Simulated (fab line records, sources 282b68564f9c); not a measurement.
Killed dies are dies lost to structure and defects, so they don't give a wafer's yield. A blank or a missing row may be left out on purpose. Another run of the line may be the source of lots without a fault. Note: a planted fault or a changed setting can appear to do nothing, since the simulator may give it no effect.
Comparing a struck lot with a sound one -- flow rit cmos -- 15 steps out of a route of 202
Sound: these wafers, L546.1, L546.4, L546.5. Wafers L561.1, L561.2, L561.5 were the ones struck. The cause is named last.
Order at every step that has rows: each side's tool, ch and its chambers, its first start. Under that, the readings that differ: sound wafers -- struck wafers -- difference of the means -- sigmas: that difference in standard deviations of wafers without a fault.
alike: a reading whose means differ by less than 2 such deviations, as well as words and numbers matching on both sides. not compared: withheld readings; readings where some wafer has no value; bounds like >300 that might hide an equal value; numbers whose values overlap and for which the record gives no deviation.
Wherever a step has rows on one side only, a row that says differs or no value, or a row with sigmas, the two part there. Non-overlapping numbers with no deviation appear without sigmas and do not part them. A reading that every wafer of one side lacks parts them only if that side has two wafers or more.

RIT_FOX2_THK_MEAS_01:
  struck on film metro-04, day 5 13:38; sound on film metro-03, day 2 10:56
  alike: FOX2_OXIDE_THK
then, 2 steps without rows for these wafers: RIT_FOX2_CLEAN_02 (cleans in dHF, time 180 s); RIT_FOX2_WET_ETCH_03 (etches Si3N4 in H3PO4, target depth 195 nm, time 2700 s).
RIT_FOX2_THK_MEAS_90:
  struck on film metro-04, day 5 14:31; sound on film metro-02, day 2 11:49
  alike: FIELD_OXIDE_LEFT_1_THK
then, 6 steps without rows for these wafers: RIT_NWELL_HMDS_00 (prime time 60 s); RIT_NWELL_COAT_01 (resist thk 1300 nm); RIT_NWELL_SOFTBAKE_02 (time 60 s); RIT_NWELL_EXPOSE_03 (exposes mask M2, target cd 43900 nm); RIT_NWELL_PEB_04; RIT_NWELL_DEVELOP_05 (develop time 68 s).
RIT_NWELL_OVL_MEAS_06:
  struck on overlay-02, day 5 15:28; sound on overlay-02, day 2 12:46
  alike: NWELL_OVL
then, 1 step without rows for these wafers: RIT_NWELL_HARDBAKE_07 (time 120 s).
RIT_NWELL_IMPLANT_08:
  sound on implanter-01 ch 0, day 2 13:02; struck on implanter-01 ch 0, day 5 15:46
reading,sound,struck,difference,sigmas
tilt deg (degrees),7.021 7.035 7.008,5.044 5.016 5.025,-1.993,-95
  alike: faraday current uA
RIT_NWELL_STRIP_09: strips in O2, time 180 s.
  sound on plasma asher-01 ch 0,1, day 2 13:11; struck on plasma asher-04 ch 0,1, day 5 15:55
  alike: drypump motor current A, o2 flow sccm
  not compared: rf hours counter h
RIT_M1_PROBE_99:
  struck on prober-02, day 7 12:16; sound on prober-01, day 4 02:02
  alike: killed at contacts, killed at front end, killed dies, killed open, killed short

## WHERE THEY PART
Within this record, at RIT_NWELL_IMPLANT_08 only. Later steps at which nothing parts them and some readings are alike: RIT_NWELL_STRIP_09, RIT_M1_PROBE_99.

WHY: the cause the simulator had injected
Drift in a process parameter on implanter-01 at RIT_NWELL_IMPLANT_08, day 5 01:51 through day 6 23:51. Setting tilt deg shifted by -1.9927 from 7. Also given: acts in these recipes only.
